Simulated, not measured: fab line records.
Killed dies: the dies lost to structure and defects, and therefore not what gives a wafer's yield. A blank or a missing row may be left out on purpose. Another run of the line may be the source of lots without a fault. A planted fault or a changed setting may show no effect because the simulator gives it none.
What tool caused it? || flow rit-cmos || 11 lots, 33 wafers sampled, at 2 steps of a route of 202

## WHAT EACH GAUGE READ, for each wafer
RIT_PWELL_TW_MEAS_10.
{"lot": "L774", "measured": "day 1 23:29", "on": "film-metro-01", "PWELL_TW": "943 944 939"}
{"lot": "L775", "measured": "day 2 07:53", "on": "film-metro-01", "PWELL_TW": "947 939 947"}
{"lot": "L776", "measured": "day 2 09:11", "on": "film-metro-01", "PWELL_TW": "943 945 943"}
{"lot": "L777", "measured": "day 2 13:58", "on": "film-metro-01", "PWELL_TW": "949 941 946"}
{"lot": "L778", "measured": "day 2 22:04", "on": "film-metro-01", "PWELL_TW": "949 948 946"}
{"lot": "L780", "measured": "day 3 04:47", "on": "film-metro-01", "PWELL_TW": "948 945 943"}
{"lot": "L782", "measured": "day 3 14:42", "on": "film-metro-01", "PWELL_TW": "858 861 858 856 855 860"}
{"lot": "L783", "measured": "day 4 00:45", "on": "film-metro-01", "PWELL_TW": "861 866 861 858 857 862"}
{"lot": "L793", "measured": "day 5 22:01", "on": "film-metro-01", "PWELL_TW": "946 943 944"}
{"lot": "L794", "measured": "day 6 02:39", "on": "film-metro-01", "PWELL_TW": "953 950 954"}
{"lot": "L795", "measured": "day 6 09:03", "on": "film-metro-04", "PWELL_TW": "946 947 951"}

## WHICH TOOL RAN EACH LOT (tool, then ch and the chambers of the sampled wafers, then the start)
{"lot": "L774", "RIT_PWELL_IMPLANT_08": "implanter-01 ch 0, day 1 23:11"}
{"lot": "L775", "RIT_PWELL_IMPLANT_08": "implanter-01 ch 0, day 2 07:36"}
{"lot": "L776", "RIT_PWELL_IMPLANT_08": "implanter-04 ch 0, day 2 08:52"}
{"lot": "L777", "RIT_PWELL_IMPLANT_08": "implanter-01 ch 0, day 2 13:38"}
{"lot": "L778", "RIT_PWELL_IMPLANT_08": "implanter-02 ch 0, day 2 21:44"}
{"lot": "L780", "RIT_PWELL_IMPLANT_08": "implanter-02 ch 0, day 3 04:29"}
{"lot": "L782", "RIT_PWELL_IMPLANT_08": "implanter-04 ch 0, day 3 14:23"}
{"lot": "L783", "RIT_PWELL_IMPLANT_08": "implanter-04 ch 0, day 4 00:26"}
{"lot": "L793", "RIT_PWELL_IMPLANT_08": "implanter-02 ch 0, day 5 21:42"}
{"lot": "L794", "RIT_PWELL_IMPLANT_08": "implanter-01 ch 0, day 6 02:20"}
{"lot": "L795", "RIT_PWELL_IMPLANT_08": "implanter-02 ch 0, day 6 08:44"}
- RIT_PWELL_IMPLANT_08

## THE ANSWER, worked out from the rows above alone
Rule: the lots themselves supply what counts as usual. The widest of any qualifying gaps counts: lots, ordered by their means at a reading, are off when they make up no more than a third of the lots, leave a main group of 4 or more, and stand apart from it by 3 or more times the standard deviation of that group's means. Not used: any main group whose means are identical at the precision the tables above print for the reading. Also off: a lot with no number at a reading for which 4 or more lots have one. The other lots that the step has rows for count as sound.
Off: at RIT_PWELL_TW_MEAS_10 (PWELL_TW), L782, L783. The main group: mean 946, standard deviation 2.9.
If a tool, at a process step before that reading, ran all the lots that are off and no sound lot after the first of them, it fits. The gauges at RIT_PWELL_TW_MEAS_10 are tried like those tools. One candidate fits, namely implanter-04 at RIT_PWELL_IMPLANT_08. Its last sound lot is L776 (day 2 08:52), its first lot that is off L782 (day 3 14:23): a fault that began between those two fits.

## WHAT THE SIMULATOR HAD PUT IN
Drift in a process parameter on implanter-04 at RIT_PWELL_IMPLANT_08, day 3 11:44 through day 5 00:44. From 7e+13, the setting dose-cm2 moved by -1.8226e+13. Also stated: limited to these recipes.
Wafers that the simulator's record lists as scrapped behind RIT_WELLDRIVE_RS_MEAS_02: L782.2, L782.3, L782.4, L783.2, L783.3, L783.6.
Struck lots among those shown: L782, L783. Same finding as the rule above.
